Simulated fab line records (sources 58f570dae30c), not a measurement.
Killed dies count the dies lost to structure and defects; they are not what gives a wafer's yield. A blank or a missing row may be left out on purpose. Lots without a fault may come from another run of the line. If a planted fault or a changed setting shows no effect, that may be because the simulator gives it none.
fab line records | flow berkeley_cmos170
[record] lots = 7 wafers = 21 last_day = 12
route steps=331 shown M1@252 V1@254
lots untouched by any fault: they come from a run of this same line in which no faults occurred
start_h: start of the lot's first displayed wafer, in hours after the record's first day | wait_h: hours since the lot's step before | " unchanged from the row above | L1.1+2: a single row standing in for several wafers | - no value, or no start given | * or withheld: withheld | < > ~ a bound
route shown NAME@n: NAME is a module with steps in the file, n the number in the route of the first one | usual: mean/standard deviation of fault-free wafers | same: alike in all rows | chamber/n: place in a boat | sites: the reading at each site | _std_site: the standard deviation of these | _edge_site: the outer-site mean with the inner-site mean subtracted | radius_mm: how far each site lies from the wafer's centre | mask NAME#n: copy n | behind: the most recent tool/chamber to have shaped the wafer | hold: what put the lot on hold/how long, in hours/how the hold closed | device: transistor that didn't switch, given as n, p or np | end of line: tests run on the same wafers once the route is complete | step lacking rows: just its recipe | killed: at the first sort, the dies lost to defects and structure; wafer yield is something else | map: the dies of a wafer, with x for killed, . for not killed, _ for no die there
set.NAME: setting as actually run; set.NAME@STEP: the setting as run at that earlier step | model.NAME: the simulator's own value behind a step, which no gauge read
lots at some steps of the route; a table a step, a row a wafer
services: a tool's chamber out of use, with start hour (start_h, from the record's first day; less than 0 if before it), hours out, and reason
[[steps]]
[step UCB170_M1_CD_MEAS_90]
[recipe] target_cd_nm = 700
[usual] cd_nm = 698.9/2.2
// columns lot.wafer tool chamber start_h wait_h cd_nm
L866.2 cd_sem-02 - 186.44 0.3 698.9
L866.5 " - " " 699.0
L866.6 " - " " 700.8
L872.1 cd_sem-01 - 213.38 0.1 701.1
L872.2 " - " " 696.1
L872.5 " - " " 696.6
L873.1 cd_sem-01 - 214.69 0.1 699.9
L873.2 " - " " 700.0
L873.4 " - " " 698.6
L877.1 cd_sem-01 - 222.87 0.2 699.3
L877.5 " - " " 698.8
L877.6 " - " " 701.6
L878.1 cd_sem-01 - 247.77 0.1 701.9
L878.4 " - " " 702.1
L878.5 " - " " 700.9
L879.2 cd_sem-02 - 251.71 0.1 696.7
L879.4 " - " " 699.2
L879.6 " - " " 696.9
L886.2 cd_sem-01 - 278.47 0.1 695.6
L886.3 " - " " 698.0
L886.6 " - " " 697.7
[step UCB170_M1_ANNEAL_14]
[recipe] temp_c = 400 time_s = 1200 ambient = forming_gas
[step UCB170_V1_CVD_00]
[recipe] material = SiO2 target_thk_nm = 2000 temp_c = 390 precursor = TEOS/O2 time_s = 250 rf_w = 550 pressure_mtorr = 9000
[usual] heater_power_w = 263/67
// columns lot.wafer tool chamber start_h wait_h heater_power_w
L866.2 pecvd-01 1 188.97 0.0 256
L866.5 " 2 " " 322
L866.6 " 0 " " 158
L872.1 pecvd-01 1 214.83 0.0 246
L872.2 " 0 " " 200
L872.5 " 0 " " 152
L873.1 pecvd-02 1 216.16 0.0 291
L873.2 " 0 " " 373
L873.4 " 0 " " 290
L877.1 pecvd-01 0 224.32 0.0 159
L877.5 " 1 " " 184
L877.6 " 0 " " 221
L878.1 pecvd-01 0 250.15 0.0 184
L878.4 " 1 " " 268
L878.5 " 0 " " 229
L879.2 pecvd-04 1 253.14 0.0 343
L879.4 " 0 " " 227
L879.6 " 1 " " 249
L886.2 pecvd-02 1 279.91 0.0 240
L886.3 " 0 " " 342
L886.6 " 2 " " 173
[step UCB170_V1_THK_MEAS_01]
[recipe] reads = SiO2_of_V1_CVD_00
[usual] V1_TEOS_THK = 2005/26
// columns lot.wafer tool chamber start_h wait_h V1_TEOS_THK[nm]
L866.2 film_metro-02 - 189.15 0.1 2007
L866.5 " - " " 2023
L866.6 " - " " 2025
L872.1 film_metro-02 - 214.99 0.1 1991
L872.2 " - " " 1971
L872.5 " - " " 2020
L873.1 film_metro-03 - 216.32 0.1 1981
L873.2 " - " " 2025
L873.4 " - " " 2033
L877.1 film_metro-04 - 224.47 0.1 1988
L877.5 " - " " 2026
L877.6 " - " " 1987
L878.1 film_metro-04 - 250.30 0.1 2031
L878.4 " - " " 2043
L878.5 " - " " 2059
L879.2 film_metro-03 - 253.31 0.1 1981
L879.4 " - " " 2049
L879.6 " - " " 2014
L886.2 film_metro-02 - 280.07 0.1 1942
L886.3 " - " " 1960
L886.6 " - " " 2008
[step UCB170_V1_CMP_02]
[recipe] material = SiO2 down_force_psi = 6 platen_rpm = 60 pad_velocity_m_s = 0.75398
[usual] edge_zone_pressure_frac = 1.001/0.0047 motor_current_A = 15.9/1.3 slurry_flow_ml_min = 150.0/0.49
// columns lot.wafer tool chamber start_h wait_h edge_zone_pressure_frac motor_current_A slurry_flow_ml_min
L866.2 cmp-01 1 189.20 0.0 1.001 14.8 150.0
L866.5 " 1 " " 0.994 15.0 150.2
L866.6 " 2 " " 0.995 17.8 150.3
L872.2 cmp-02 1 215.15 0.1 1.007 13.6 149.6
L872.1 " 2 " " 1.000 16.1 149.9
L872.5 " 3 " " 1.003 14.4 149.3
L873.1 cmp-01 0 216.43 0.1 1.004 17.9 149.4
L873.2 " 1 " " 0.997 15.0 150.3
L873.4 " 2 " " 0.999 17.9 150.7
L877.1 cmp-01 2 224.63 0.1 1.004 16.9 149.9
L877.6 " 0 " " 0.995 17.8 150.8
L877.5 " 1 " " 1.003 14.6 150.0
L878.1 cmp-02 3 250.36 0.1 1.003 15.4 150.6
L878.4 " 1 " " 0.994 14.6 149.7
L878.5 " 3 " " 0.998 15.3 150.5
L879.4 cmp-01 1 253.36 0.0 0.998 15.0 150.3
L879.2 " 3 " " 1.007 14.5 150.2
L879.6 " 2 " " 1.008 17.3 149.5
L886.3 cmp-01 3 280.12 0.0 0.998 14.5 149.5
L886.2 " 1 " " 1.001 15.1 148.6
L886.6 " 3 " " 0.985 15.9 150.2
[step UCB170_V1_BOW_MEAS_03]
[recipe] mode = bow
[usual] V1_BOW = 20/7
// columns lot.wafer tool chamber start_h wait_h V1_BOW[um]
L866.2 film_metro-02 - 189.52 0.3 31
L866.5 " - " " 20
L866.6 " - " " 28
L872.1 film_metro-02 - 215.35 0.1 33
L872.2 " - " " 23
L872.5 " - " " 30
L873.1 film_metro-02 - 216.68 0.2 17
L873.2 " - " " 19
L873.4 " - " " 28
L877.1 film_metro-02 - 224.83 0.1 20
L877.5 " - " " 16
L877.6 " - " " 17
L878.1 film_metro-04 - 250.66 0.2 26
L878.4 " - " " 32
L878.5 " - " " 27
L879.2 film_metro-04 - 253.68 0.2 16
L879.4 " - " " 20
L879.6 " - " " 27
L886.2 film_metro-03 - 280.44 0.2 16
L886.3 " - " " 17
L886.6 " - " " 25
[step UCB170_V1_THK_MEAS_04]
[recipe] reads = SiO2_of_V1_CVD_00
[usual] V1_POLISHED_THK = 1000.0/1.1
// columns lot.wafer tool chamber start_h wait_h V1_POLISHED_THK[nm]
L866.2 film_metro-02 - 189.63 0.1 1001.2
L866.5 " - " " 1000.6
L866.6 " - " " 1000.8
L872.1 film_metro-02 - 215.47 0.1 1000.9
L872.2 " - " " 1000.4
L872.5 " - " " 1001.5
L873.1 film_metro-02 - 216.80 0.1 999.7
L873.2 " - " " 1001.1
L873.4 " - " " 1000.8
L877.1 film_metro-02 - 224.95 0.1 999.3
L877.5 " - " " 999.0
L877.6 " - " " 997.4
L878.1 film_metro-04 - 250.78 0.1 1000.4
L878.4 " - " " 1001.0
L878.5 " - " " 1001.3
L879.2 film_metro-04 - 253.79 0.1 1001.4
L879.4 " - " " 1000.4
L879.6 " - " " 1000.8
L886.2 film_metro-03 - 280.55 0.1 1001.4
L886.3 " - " " 998.7
L886.6 " - " " 999.3
[step UCB170_V1_CLEAN_05]
[recipe] chemistry = DIW
[step UCB170_V1_HMDS_06]
[recipe] prime_time_s = 60 prime_temp_c = 100
[step UCB170_V1_COAT_07]
[recipe] resist = KrF spin_rpm = 1500 resist_thk_nm = 900
[step UCB170_V1_SOFTBAKE_08]
[recipe] resist = KrF temp_c = 130 time_s = 60
[step UCB170_V1_EXPOSE_09]
[recipe] mask_id = VIA1 target_cd_nm = 700 na = 0.5 sigma_outer = 0.6 source_shape = conventional dose_mj = 37
[step UCB170_V1_PEB_10]
[recipe] peb_temp_c = 130 peb_time_s = withheld resist = KrF
[usual] chill_plate_temp_C = 23.02/0.1 exhaust_pa = 44.9/0.81
// columns lot.wafer tool chamber start_h wait_h chill_plate_temp_C exhaust_pa
L866.2 litho_track-02 0 190.57 0.1 22.93 43.6
L866.5 " 0 " " 23.08 45.7
L866.6 " 0 " " 23.01 43.9
L872.1 litho_track-04 - 216.39 0.1 - -
L872.2 " - " " - -
L872.5 " - " " - -
L873.1 litho_track-04 - 217.73 0.1 - -
L873.2 " - " " - -
L873.4 " - " " - -
L877.1 litho_track-02 - 225.89 0.1 - -
L877.5 " - " " - -
L877.6 " - " " - -
L878.1 litho_track-02 0 252.49 0.2 23.16 45.5
L878.4 " 0 " " 23.12 44.6
L878.5 " 0 " " 23.10 44.7
L879.2 litho_track-04 0 255.46 0.1 23.05 44.1
L879.4 " 0 " " 23.08 45.5
L879.6 " 0 " " 22.98 45.2
L886.2 litho_track-02 0 281.53 0.1 22.88 45.2
L886.3 " 0 " " 22.83 46.1
L886.6 " 0 " " 22.93 45.6
[step UCB170_V1_DEVELOP_11]
[recipe] developer = TMAH develop_time_s = 45 resist = KrF dev_temp_c = 21
[[services]]
// columns tool chamber start_h hours kind
pecvd-01 2 206.34 5.3 repair
cmp-02 - 232.00 4.0 pm
cmp-02 - 236.00 - consumable_replace:conditioner
cmp-02 - 236.00 - consumable_replace:pad
pecvd-02 - 242.50 14.0 pm
pecvd-02 0 242.50 14.0 vent_cycle
pecvd-02 1 242.50 14.0 vent_cycle
pecvd-02 2 242.50 14.0 vent_cycle
cmp-02 - 244.90 0.5 repair
pecvd-02 0 256.50 - clean
pecvd-02 1 256.50 - clean
pecvd-02 2 256.50 - clean
pecvd-01 - 257.19 1.8 repair
cmp-01 - 275.43 4.6 repair
[[key]]
[first_sign] step = UCB170_V1_PEB_10 reading = tool_record direction = missing
effect none on later readings
met_at UCB170_V1_PEB_10
struck_wafers L872.1,L872.2,L872.5,L873.1,L873.2,L873.4,L877.1,L877.5,L877.6
later_rows_left_out L872.1,L872.2,L872.5,L873.1,L873.2,L873.4,L877.1,L877.5,L877.6
sort_left_out L872.1,L872.2,L872.5,L873.1,L873.2,L873.4,L877.1,L877.5,L877.6
onset_between 190.57 216.39
[fault] kind = skipped_step_whole tool = litho_track-02,litho_track-04 chamber = - onset_h = 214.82 steps = UCB170_V1_PEB_10 scope = struck_lots_only
// sort_left_out: the simulated sort isn't trusted on such a fault, so these wafers' sort isn't shown, and their yield isn't known
// later_rows_left_out: the simulator's readings of these wafers behind a module that went badly wrong aren't trusted and aren't shown, but for the sort
